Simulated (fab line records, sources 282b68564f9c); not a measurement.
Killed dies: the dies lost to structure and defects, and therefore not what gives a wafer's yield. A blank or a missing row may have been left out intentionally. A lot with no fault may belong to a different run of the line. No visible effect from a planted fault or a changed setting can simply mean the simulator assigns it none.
fab line records / flow ritCmos
record lots=13 wafers=39 lastDay=7
route steps=202 shown NSD@139
lots with no fault: from the same line, run without faults
startH: start of the lot's first displayed wafer, in hours after the record's first day / waitH: time in hours since the lot's previous step / " identical to the entry in the row above / L1.1+2: several wafers, shown together as one row / - no value present, or no start provided / * or withheld: withheld / < > ~ a bound
route shown NAME@n: a module of which the file shows steps, and the number in the route of the first / usual: mean/standard deviation taken from wafers without a fault / same: alike in all rows / chamber/n: place in a boat / sites: per-site readings / _std_site: standard deviation of those values / _edge_site: outer sites' mean less inner sites' / radiusMm: for every site, how far away it sits from the centre of the wafer / mask NAME#n: copy n / behind: the last tool/chamber to shape the wafer / hold: why the lot was held/for how many hours/how that ended / device: names the non-switching transistor (n, p or np) / end of line: tests of these same wafers at the route's end / step lacking rows: just its recipe / killed: dies that structure and defects cost at the first sort, which is not the same as the wafer's yield / map: the dies of a wafer, with x for killed, . for not killed, _ for no die there
set.NAME: the setting the step ran with; set.NAME@STEP: the setting that earlier step ran with / model.NAME: the simulator's own value behind a step, which no gauge read
one table for each step of the route and one row for each wafer, over a sample of lots
services: from which hour (startH, from the record's first day; less than 0 if before it) a tool's chamber was out of use, for how many hours, and why
## steps
# step RIT_NSD_IMPLANT_08
# recipe species=P energyKev=25 doseCm2=1e+15 tiltDeg=7
# usual beamEnergyKeV=25.000/0.0077 beamOnS=10.01/0.22
lot.wafer=L454.3 tool=implanter-03 chamber=0 startH=52.79 waitH=0.1 beamEnergyKeV=24.999 beamOnS=10.29
lot.wafer=L454.4 tool=implanter-03 chamber=0 startH=52.79 waitH=0.1 beamEnergyKeV=25.002 beamOnS=10.24
lot.wafer=L454.5 tool=implanter-03 chamber=0 startH=52.79 waitH=0.1 beamEnergyKeV=25.000 beamOnS=10.12
lot.wafer=L455.2 tool=implanter-02 chamber=0 startH=54.81 waitH=0.1 beamEnergyKeV=24.989 beamOnS=10.48
lot.wafer=L455.4 tool=implanter-02 chamber=0 startH=54.81 waitH=0.1 beamEnergyKeV=24.998 beamOnS=9.60
lot.wafer=L455.6 tool=implanter-02 chamber=0 startH=54.81 waitH=0.1 beamEnergyKeV=24.998 beamOnS=9.96
lot.wafer=L456.1 tool=implanter-03 chamber=0 startH=63.18 waitH=0.1 beamEnergyKeV=24.998 beamOnS=10.06
lot.wafer=L456.2 tool=implanter-03 chamber=0 startH=63.18 waitH=0.1 beamEnergyKeV=24.998 beamOnS=9.94
lot.wafer=L456.4 tool=implanter-03 chamber=0 startH=63.18 waitH=0.1 beamEnergyKeV=24.998 beamOnS=9.97
lot.wafer=L457.3 tool=implanter-02 chamber=0 startH=64.75 waitH=0.1 beamEnergyKeV=25.009 beamOnS=9.59
lot.wafer=L457.4 tool=implanter-02 chamber=0 startH=64.75 waitH=0.1 beamEnergyKeV=25.012 beamOnS=10.07
lot.wafer=L457.5 tool=implanter-02 chamber=0 startH=64.75 waitH=0.1 beamEnergyKeV=25.001 beamOnS=9.84
lot.wafer=L458.1 tool=implanter-02 chamber=0 startH=71.35 waitH=0.1 beamEnergyKeV=24.999 beamOnS=10.12
lot.wafer=L458.3 tool=implanter-02 chamber=0 startH=71.35 waitH=0.1 beamEnergyKeV=25.002 beamOnS=10.21
lot.wafer=L458.6 tool=implanter-02 chamber=0 startH=71.35 waitH=0.1 beamEnergyKeV=24.999 beamOnS=9.56
lot.wafer=L459.4 tool=implanter-03 chamber=0 startH=73.42 waitH=0.1 beamEnergyKeV=25.009 beamOnS=9.78
lot.wafer=L459.5 tool=implanter-03 chamber=0 startH=73.42 waitH=0.1 beamEnergyKeV=25.009 beamOnS=9.92
lot.wafer=L459.6 tool=implanter-03 chamber=0 startH=73.42 waitH=0.1 beamEnergyKeV=25.012 beamOnS=9.78
lot.wafer=L462.1 tool=implanter-03 chamber=0 startH=87.90 waitH=0.1 beamEnergyKeV=17.502 beamOnS=9.79
lot.wafer=L462.4 tool=implanter-03 chamber=0 startH=87.90 waitH=0.1 beamEnergyKeV=17.499 beamOnS=9.57
lot.wafer=L462.5 tool=implanter-03 chamber=0 startH=87.90 waitH=0.1 beamEnergyKeV=17.497 beamOnS=10.18
lot.wafer=L464.1 tool=implanter-03 chamber=0 startH=97.48 waitH=0.1 beamEnergyKeV=17.512 beamOnS=9.84
lot.wafer=L464.2 tool=implanter-03 chamber=0 startH=97.48 waitH=0.1 beamEnergyKeV=17.509 beamOnS=9.82
lot.wafer=L464.6 tool=implanter-03 chamber=0 startH=97.48 waitH=0.1 beamEnergyKeV=17.511 beamOnS=9.73
lot.wafer=L468.2 tool=implanter-02 chamber=0 startH=117.29 waitH=0.1 beamEnergyKeV=24.998 beamOnS=9.68
lot.wafer=L468.4 tool=implanter-02 chamber=0 startH=117.29 waitH=0.1 beamEnergyKeV=25.003 beamOnS=10.12
lot.wafer=L468.5 tool=implanter-02 chamber=0 startH=117.29 waitH=0.1 beamEnergyKeV=25.005 beamOnS=10.20
lot.wafer=L472.1 tool=implanter-04 chamber=0 startH=137.10 waitH=0.1 beamEnergyKeV=24.997 beamOnS=10.04
lot.wafer=L472.3 tool=implanter-04 chamber=0 startH=137.10 waitH=0.1 beamEnergyKeV=25.010 beamOnS=10.22
lot.wafer=L472.5 tool=implanter-04 chamber=0 startH=137.10 waitH=0.1 beamEnergyKeV=24.999 beamOnS=10.00
lot.wafer=L473.2 tool=implanter-02 chamber=0 startH=142.63 waitH=0.1 beamEnergyKeV=25.002 beamOnS=10.03
lot.wafer=L473.3 tool=implanter-02 chamber=0 startH=142.63 waitH=0.1 beamEnergyKeV=24.995 beamOnS=10.10
lot.wafer=L473.4 tool=implanter-02 chamber=0 startH=142.63 waitH=0.1 beamEnergyKeV=25.012 beamOnS=9.72
lot.wafer=L475.1 tool=implanter-04 chamber=0 startH=152.26 waitH=0.1 beamEnergyKeV=24.990 beamOnS=10.01
lot.wafer=L475.4 tool=implanter-04 chamber=0 startH=152.26 waitH=0.1 beamEnergyKeV=24.993 beamOnS=9.76
lot.wafer=L475.6 tool=implanter-04 chamber=0 startH=152.26 waitH=0.1 beamEnergyKeV=24.981 beamOnS=9.87
lot.wafer=L477.1 tool=implanter-02 chamber=0 startH=161.34 waitH=0.1 beamEnergyKeV=24.997 beamOnS=9.61
lot.wafer=L477.2 tool=implanter-02 chamber=0 startH=161.34 waitH=0.1 beamEnergyKeV=24.993 beamOnS=9.90
lot.wafer=L477.5 tool=implanter-02 chamber=0 startH=161.34 waitH=0.1 beamEnergyKeV=25.006 beamOnS=9.48
# step RIT_NSD_TW_MEAS_10
# usual NSD_TW=3118/44
lot.wafer=L454.3 tool=filmMetro-03 chamber=- startH=53.09 waitH=0.1 NSD_TW=3081
lot.wafer=L454.4 tool=filmMetro-03 chamber=- startH=53.09 waitH=0.1 NSD_TW=3067
lot.wafer=L454.5 tool=filmMetro-03 chamber=- startH=53.09 waitH=0.1 NSD_TW=3075
lot.wafer=L455.2 tool=filmMetro-04 chamber=- startH=55.12 waitH=0.1 NSD_TW=3089
lot.wafer=L455.4 tool=filmMetro-04 chamber=- startH=55.12 waitH=0.1 NSD_TW=3084
lot.wafer=L455.6 tool=filmMetro-04 chamber=- startH=55.12 waitH=0.1 NSD_TW=3067
lot.wafer=L456.1 tool=filmMetro-04 chamber=- startH=63.50 waitH=0.1 NSD_TW=3079
lot.wafer=L456.2 tool=filmMetro-04 chamber=- startH=63.50 waitH=0.1 NSD_TW=3097
lot.wafer=L456.4 tool=filmMetro-04 chamber=- startH=63.50 waitH=0.1 NSD_TW=3084
lot.wafer=L457.3 tool=filmMetro-02 chamber=- startH=65.05 waitH=0.1 NSD_TW=3172
lot.wafer=L457.4 tool=filmMetro-02 chamber=- startH=65.05 waitH=0.1 NSD_TW=3168
lot.wafer=L457.5 tool=filmMetro-02 chamber=- startH=65.05 waitH=0.1 NSD_TW=3160
lot.wafer=L458.1 tool=filmMetro-02 chamber=- startH=71.67 waitH=0.1 NSD_TW=3156
lot.wafer=L458.3 tool=filmMetro-02 chamber=- startH=71.67 waitH=0.1 NSD_TW=3145
lot.wafer=L458.6 tool=filmMetro-02 chamber=- startH=71.67 waitH=0.1 NSD_TW=3155
lot.wafer=L459.4 tool=filmMetro-03 chamber=- startH=73.70 waitH=0.1 NSD_TW=3080
lot.wafer=L459.5 tool=filmMetro-03 chamber=- startH=73.70 waitH=0.1 NSD_TW=3088
lot.wafer=L459.6 tool=filmMetro-03 chamber=- startH=73.70 waitH=0.1 NSD_TW=3090
lot.wafer=L462.1 tool=filmMetro-02 chamber=- startH=88.23 waitH=0.1 NSD_TW=2903
lot.wafer=L462.4 tool=filmMetro-02 chamber=- startH=88.23 waitH=0.1 NSD_TW=2900
lot.wafer=L462.5 tool=filmMetro-02 chamber=- startH=88.23 waitH=0.1 NSD_TW=2907
lot.wafer=L464.1 tool=filmMetro-02 chamber=- startH=97.80 waitH=0.1 NSD_TW=2896
lot.wafer=L464.2 tool=filmMetro-02 chamber=- startH=97.80 waitH=0.1 NSD_TW=2877
lot.wafer=L464.6 tool=filmMetro-02 chamber=- startH=97.80 waitH=0.1 NSD_TW=2902
lot.wafer=L468.2 tool=filmMetro-03 chamber=- startH=117.60 waitH=0.1 NSD_TW=3075
lot.wafer=L468.4 tool=filmMetro-03 chamber=- startH=117.60 waitH=0.1 NSD_TW=3106
lot.wafer=L468.5 tool=filmMetro-03 chamber=- startH=117.60 waitH=0.1 NSD_TW=3086
lot.wafer=L472.1 tool=filmMetro-02 chamber=- startH=137.43 waitH=0.1 NSD_TW=3203
lot.wafer=L472.3 tool=filmMetro-02 chamber=- startH=137.43 waitH=0.1 NSD_TW=3173
lot.wafer=L472.5 tool=filmMetro-02 chamber=- startH=137.43 waitH=0.1 NSD_TW=3193
lot.wafer=L473.2 tool=filmMetro-03 chamber=- startH=142.94 waitH=0.1 NSD_TW=3099
lot.wafer=L473.3 tool=filmMetro-03 chamber=- startH=142.94 waitH=0.1 NSD_TW=3075
lot.wafer=L473.4 tool=filmMetro-03 chamber=- startH=142.94 waitH=0.1 NSD_TW=3073
lot.wafer=L475.1 tool=filmMetro-03 chamber=- startH=152.58 waitH=0.1 NSD_TW=3083
lot.wafer=L475.4 tool=filmMetro-03 chamber=- startH=152.58 waitH=0.1 NSD_TW=3073
lot.wafer=L475.6 tool=filmMetro-03 chamber=- startH=152.58 waitH=0.1 NSD_TW=3089
lot.wafer=L477.1 tool=filmMetro-03 chamber=- startH=161.66 waitH=0.1 NSD_TW=3099
lot.wafer=L477.2 tool=filmMetro-03 chamber=- startH=161.66 waitH=0.1 NSD_TW=3079
lot.wafer=L477.5 tool=filmMetro-03 chamber=- startH=161.66 waitH=0.1 NSD_TW=3106
# step RIT_SDANNEAL_RS_MEAS_05
# recipe thkMeasGauge=four-point-probe
# usual NSD_RS=84.49/0.29
lot.wafer=L454.3 tool=filmMetro-02 chamber=- startH=55.31 waitH=0.1 NSD_RS[ohm/sq]=84.53
lot.wafer=L454.4 tool=filmMetro-02 chamber=- startH=55.31 waitH=0.1 NSD_RS[ohm/sq]=84.54
lot.wafer=L454.5 tool=filmMetro-02 chamber=- startH=55.31 waitH=0.1 NSD_RS[ohm/sq]=84.37
lot.wafer=L455.2 tool=filmMetro-02 chamber=- startH=57.17 waitH=0.1 NSD_RS[ohm/sq]=84.96
lot.wafer=L455.4 tool=filmMetro-02 chamber=- startH=57.17 waitH=0.1 NSD_RS[ohm/sq]=84.66
lot.wafer=L455.6 tool=filmMetro-02 chamber=- startH=57.17 waitH=0.1 NSD_RS[ohm/sq]=84.59
lot.wafer=L456.1 tool=filmMetro-02 chamber=- startH=65.55 waitH=0.1 NSD_RS[ohm/sq]=84.52
lot.wafer=L456.2 tool=filmMetro-02 chamber=- startH=65.55 waitH=0.1 NSD_RS[ohm/sq]=84.01
lot.wafer=L456.4 tool=filmMetro-02 chamber=- startH=65.55 waitH=0.1 NSD_RS[ohm/sq]=84.67
lot.wafer=L457.3 tool=filmMetro-04 chamber=- startH=67.22 waitH=0.1 NSD_RS[ohm/sq]=84.30
lot.wafer=L457.4 tool=filmMetro-04 chamber=- startH=67.22 waitH=0.1 NSD_RS[ohm/sq]=84.40
lot.wafer=L457.5 tool=filmMetro-04 chamber=- startH=67.22 waitH=0.1 NSD_RS[ohm/sq]=84.09
lot.wafer=L458.1 tool=filmMetro-04 chamber=- startH=73.83 waitH=0.1 NSD_RS[ohm/sq]=84.97
lot.wafer=L458.3 tool=filmMetro-04 chamber=- startH=73.83 waitH=0.1 NSD_RS[ohm/sq]=84.70
lot.wafer=L458.6 tool=filmMetro-04 chamber=- startH=73.83 waitH=0.1 NSD_RS[ohm/sq]=84.83
lot.wafer=L459.4 tool=filmMetro-04 chamber=- startH=75.88 waitH=0.1 NSD_RS[ohm/sq]=85.18
lot.wafer=L459.5 tool=filmMetro-04 chamber=- startH=75.88 waitH=0.1 NSD_RS[ohm/sq]=84.81
lot.wafer=L459.6 tool=filmMetro-04 chamber=- startH=75.88 waitH=0.1 NSD_RS[ohm/sq]=85.06
lot.wafer=L462.1 tool=filmMetro-03 chamber=- startH=90.26 waitH=0.1 NSD_RS[ohm/sq]=87.90
lot.wafer=L462.4 tool=filmMetro-03 chamber=- startH=90.26 waitH=0.1 NSD_RS[ohm/sq]=87.73
lot.wafer=L462.5 tool=filmMetro-03 chamber=- startH=90.26 waitH=0.1 NSD_RS[ohm/sq]=87.52
lot.wafer=L464.1 tool=filmMetro-03 chamber=- startH=99.96 waitH=0.1 NSD_RS[ohm/sq]=86.97
lot.wafer=L464.2 tool=filmMetro-03 chamber=- startH=99.96 waitH=0.1 NSD_RS[ohm/sq]=87.41
lot.wafer=L464.6 tool=filmMetro-03 chamber=- startH=99.96 waitH=0.1 NSD_RS[ohm/sq]=86.87
lot.wafer=L468.2 tool=filmMetro-02 chamber=- startH=120.07 waitH=0.1 NSD_RS[ohm/sq]=84.62
lot.wafer=L468.4 tool=filmMetro-02 chamber=- startH=120.07 waitH=0.1 NSD_RS[ohm/sq]=84.76
lot.wafer=L468.5 tool=filmMetro-02 chamber=- startH=120.07 waitH=0.1 NSD_RS[ohm/sq]=84.63
lot.wafer=L472.1 tool=filmMetro-04 chamber=- startH=139.58 waitH=0.1 NSD_RS[ohm/sq]=84.66
lot.wafer=L472.3 tool=filmMetro-04 chamber=- startH=139.58 waitH=0.1 NSD_RS[ohm/sq]=84.88
lot.wafer=L472.5 tool=filmMetro-04 chamber=- startH=139.58 waitH=0.1 NSD_RS[ohm/sq]=84.66
lot.wafer=L473.2 tool=filmMetro-03 chamber=- startH=145.25 waitH=0.1 NSD_RS[ohm/sq]=84.28
lot.wafer=L473.3 tool=filmMetro-03 chamber=- startH=145.25 waitH=0.1 NSD_RS[ohm/sq]=84.05
lot.wafer=L473.4 tool=filmMetro-03 chamber=- startH=145.25 waitH=0.1 NSD_RS[ohm/sq]=84.30
lot.wafer=L475.1 tool=filmMetro-02 chamber=- startH=154.61 waitH=0.1 NSD_RS[ohm/sq]=84.30
lot.wafer=L475.4 tool=filmMetro-02 chamber=- startH=154.61 waitH=0.1 NSD_RS[ohm/sq]=84.20
lot.wafer=L475.6 tool=filmMetro-02 chamber=- startH=154.61 waitH=0.1 NSD_RS[ohm/sq]=84.15
lot.wafer=L477.1 tool=filmMetro-03 chamber=- startH=163.73 waitH=0.1 NSD_RS[ohm/sq]=84.55
lot.wafer=L477.2 tool=filmMetro-03 chamber=- startH=163.73 waitH=0.1 NSD_RS[ohm/sq]=84.35
lot.wafer=L477.5 tool=filmMetro-03 chamber=- startH=163.73 waitH=0.1 NSD_RS[ohm/sq]=84.25
## services
tool=implanter-04 chamber=- startH=36.05 hours=80.3 kind=repair
tool=implanter-04 chamber=- startH=95.03 hours=3.4 kind=repair
tool=implanter-04 chamber=- startH=111.67 hours=1.7 kind=repair
tool=implanter-04 chamber=- startH=116.35 hours=11.3 kind=pm
tool=implanter-03 chamber=- startH=123.77 hours=4.4 kind=pm
tool=implanter-03 chamber=- startH=124.83 hours=2.8 kind=repair
tool=implanter-04 chamber=- startH=127.63 hours=4.0 kind=pm
tool=implanter-04 chamber=- startH=131.66 hours=2.2 kind=pm
tool=implanter-03 chamber=- startH=145.00 hours=1.8 kind=repair
## key
firstSign step=RIT_NSD_IMPLANT_08 reading=beamEnergyKeV direction=down sigmas=99+ usual=25.000 struck=17.505
effect step=RIT_NSD_TW_MEAS_10 reading=NSD_TW direction=down sigmas=5 usual=3118 struck=2898
effect step=RIT_SDANNEAL_RS_MEAS_05 reading=NSD_RS direction=up sigmas=10 usual=84.49 struck=87.40
metAt RIT_NSD_IMPLANT_08
struckLots L462,L464
testerLeftOut L462,L464
onsetBetween 73.42 87.90
fault kind=processParameterDrift tool=implanter-03 chamber=- onsetH=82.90 steps=RIT_NSD_IMPLANT_08 channel=energyKev offset=-7.5 shape=step endH=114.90 actsIn=theseRecipesOnly stated=25
# testerLeftOut: of these lots the tester's yield and bins aren't shown, on N5 and GAA mostly nor the transistor test; their killed dies are dies lost to structure and defects alone, not to doping, threshold or leakage, so they don't give the yield
